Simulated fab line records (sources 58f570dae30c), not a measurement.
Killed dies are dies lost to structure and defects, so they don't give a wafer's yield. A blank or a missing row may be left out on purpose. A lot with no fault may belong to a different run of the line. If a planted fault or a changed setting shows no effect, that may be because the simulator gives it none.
Comparing a struck lot with a sound one || flow berkeleyCmos170 || 15 steps out of a route of 331
Sound: the wafers L240.4, L240.5, L240.6. Wafers struck: L250.2, L250.3, L250.5. At the end, the cause is stated.
For every step that has rows: the tool of each side, followed by ch and its chambers, followed by its first start. Under that, the readings that differ: sound wafers || struck wafers || difference of the means || sigmas: that difference in standard deviations of wafers without a fault.
alike: words and numbers the same on both sides, and readings whose means are apart by under 2 such deviations; not compared: readings that were withheld, readings missing a value for some wafer, numbers with overlapping values and no deviation given by the record, and bounds like >300 which may hide the same value.
The two part at a step that has a row with sigmas, a row that says differs or no value, or rows on one side only. When numbers do not overlap yet have no deviation, they are printed without sigmas and do not part them. Lack of a reading on every wafer of one side parts them only where that side has two or more wafers.

UCB170_SACOX_THK_MEAS_02:
  struck on filmMetro-04, day 9 09:20; sound on filmMetro-03, day 7 12:53
  alike: SACOX_OXIDE_THK
then, 2 steps without rows for these wafers: UCB170_SCREENOX_WET_ETCH_00 (etches SiO2 in dHF, time 200 s); UCB170_SCREENOX_OXIDATION_01 (target thk 14.4 nm, ox time 2400 s).
UCB170_SCREENOX_THK_MEAS_02:
  struck on filmMetro-02, day 9 17:40; sound on filmMetro-04, day 7 17:29
{"reading": "SCREENOX_OXIDE_THK (nm)", "sound": "14.77 14.80 14.66", "struck": "14.03 14.35 14.03", "difference": -0.61, "sigmas": -3}
then, 7 steps without rows for these wafers: UCB170_SCREENOX_ANNEAL_03 (time 900 s); UCB170_NVT_HMDS_00 (prime time 60 s); UCB170_NVT_COAT_01 (resist thk 900 nm); UCB170_NVT_SOFTBAKE_02 (time 60 s); UCB170_NVT_EXPOSE_03 (exposes mask PWELL, target cd 3000 nm); UCB170_NVT_PEB_04; UCB170_NVT_DEVELOP_05 (develop time 45 s).
UCB170_NVT_OVL_MEAS_06:
  struck on overlay-01, day 10 02:32; sound on overlay-02, day 8 00:13
{"reading": "NVT_OVL (nm)", "sound": "-12 -8 -7", "struck": "14 17 9", "difference": "+22", "sigmas": "+3"}
UCB170_NVT_IMPLANT_07:
  sound on implanter-04 ch 0, day 8 00:19; struck on implanter-04 ch 0, day 10 02:35
{"reading": "beamEnergyKeV", "sound": "49.987 50.001 50.002", "struck": "51.623 51.633 51.632", "difference": "+1.633", "sigmas": "+99 or more"}
{"reading": "model.implant.drpNm (nm)", "sound": "18.57 18.57 18.57", "struck": "19 19 19", "difference": "+0", "sigmas": ""}
  alike: beamOnS
UCB170_NVT_STRIP_08: strips in O2.
  sound on plasmaAsher-04 ch 0,1, day 8 00:25; struck on plasmaAsher-04 ch 0,1, day 10 02:43
  alike: chamberPressureMTorr, drypumpMotorCurrentA, oesProductAu, stripTimeToEndpointS
  not compared: rfHoursCounterH
UCB170_M3_PROBE_99:
  the record holds rows for the sound wafers here (prober-01, day 10 14:44) but none for the struck ones

== WHERE THEY PART ==
Earliest at UCB170_SCREENOX_THK_MEAS_02; latest, in this record, at UCB170_M3_PROBE_99.

WHY: what the simulator had put in
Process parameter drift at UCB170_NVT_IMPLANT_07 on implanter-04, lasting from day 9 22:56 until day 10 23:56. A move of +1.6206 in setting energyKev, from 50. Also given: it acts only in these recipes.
